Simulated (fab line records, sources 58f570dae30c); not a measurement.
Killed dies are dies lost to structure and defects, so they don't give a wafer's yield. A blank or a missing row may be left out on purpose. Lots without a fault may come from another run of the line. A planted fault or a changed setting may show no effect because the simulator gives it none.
Which tool did it? | flow berkeley_cmos170 | 7 lots, 21 wafers sampled, at 1 step of a route of 331

WHAT THE GAUGES READ, wafer by wafer
UCB170_NWELL_OVL_MEAS_12.
lot  | measured    | on         | NWELL_OVL (nm)
L549 | day 2 17:26 | overlay-01 | -1 -1 -5
L556 | day 4 03:01 | overlay-02 | -2 -5 -7
L559 | day 4 15:34 | overlay-01 | 3 1 3
L560 | day 4 20:00 | overlay-01 | -10 -4 -6
L562 | day 5 07:13 | overlay-01 | 8 0 -4
L566 | day 6 02:40 | overlay-02 | -9 -1 -5
L568 | day 6 20:16 | overlay-01 | 1 1 -4

WHICH TOOL RAN EACH LOT (tool, then ch and the chambers of the sampled wafers, then the start)
The record holds no process step before these readings.

THE ANSWER, worked out from the rows above alone
Rule: what is usual is taken from the lots themselves. Put in order of their means at a reading, lots are off if they are a third of the lots or fewer, leave a main group of 4 or more, and stand apart from it by a gap of 3 or more times the standard deviation of the main group's means; of several such gaps the widest counts. A main group whose means are all the same, to the digits that the tables above print for the reading, isn't used. A lot without any number at a reading at which 4 lots or more have one is off too. The other lots that the step has rows for count as sound.
No lot is off at any reading shown: from this, nothing can be told.

WHAT THE SIMULATOR HAD PUT IN
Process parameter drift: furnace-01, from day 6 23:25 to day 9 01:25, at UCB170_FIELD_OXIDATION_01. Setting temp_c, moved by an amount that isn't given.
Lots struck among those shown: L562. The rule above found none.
